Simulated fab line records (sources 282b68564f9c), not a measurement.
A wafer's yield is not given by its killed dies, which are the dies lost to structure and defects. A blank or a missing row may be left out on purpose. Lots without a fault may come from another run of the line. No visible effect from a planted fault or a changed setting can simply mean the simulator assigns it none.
Code-filled problem report in 8D (eight disciplines) form :: flow ritCmos :: the parts of the form that need people (team, actions taken, sign-off) are left out

1. THE PROBLEM
Mean of heaterPowerTotalW at RIT_NSD_HARDBAKE_07: 58.39 W across 9 wafers in 3 lots; on wafers with no fault it is 62.55 W (standard deviation 0.045). That puts it -92 standard deviations away from the usual mean.
The step: time 60 s.
Earliest sighting: wafer L244.1 on lithoTrack-02 at day 5 20:04. Wafers with a number at this step in the record: 21, from 7 lots. Rule for "out" (also "out of limits"): further than 4 standard deviations from the usual mean. All remaining wafers that have a number are taken as sound.

2. WHAT THIS IS AND IS NOT
question: which readings at this step
is: heaterPowerTotalW, plateTempC
is not: -

question: which lots
is: L244, L245, L248
is not: L235, L241, L243, L254

question: which wafers of those lots
is: all that have a number
is not: -

question: read on which tools
is: lithoTrack-02
is not: lithoTrack-03

question: when
is: from day 5 20:04
is not: up to then (9 sound wafers); but 3 sound wafers of L254 came after

3. SUSPECTS, AND WHAT RULES EACH OUT
Counting: a tool at any process step up to the reading remains a suspect when it ran all the lots that are out and ran no sound lot after the first of those.
- lithoTrack-02 at RIT_NSD_HARDBAKE_07 (time 60 s): kept. All lots that are out passed through it, beginning with L244 at day 5 20:04, and no sound lot followed; its final sound lot before that point was L241 at day 5 02:38. Its own readings are out on those wafers: heaterPowerTotalW, plateTempC.
After counting, what remains is lithoTrack-02 at RIT_NSD_HARDBAKE_07.

4. THE CAUSE (what the simulator had put in)
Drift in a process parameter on lithoTrack-02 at RIT_NSD_HARDBAKE_07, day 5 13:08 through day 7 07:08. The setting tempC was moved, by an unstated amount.
This tool alone remained once counting was done.

5. THE EFFECT CHAIN, in route order
Rows list readings where the struck wafers' mean (over those with a number) sits beyond 3 standard deviations from the usual. Only readings whose record carries a usual standard deviation are examined. hours: median over the lots of the time between each lot's start at the first step of this table that gives one and its start at this step. sigmas: the change, counted in usual standard deviations.
hours: 0
step: RIT_NSD_HARDBAKE_07
reading: heaterPowerTotalW
usual: 62.55 W
on struck wafers: 58.39
change: -4.16
sigmas: -92

hours: 0
step: RIT_NSD_HARDBAKE_07
reading: plateTempC
usual: 139.99 C
on struck wafers: 132.81
change: -7.18
sigmas: -48
Here are the process steps it includes:
- RIT_NSD_HARDBAKE_07: time 60 s.

6. WHAT WOULD HAVE CAUGHT IT SOONER
The fault began at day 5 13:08; the first out-of-limits reading in this record came at day 5 20:04, 7 hours later.
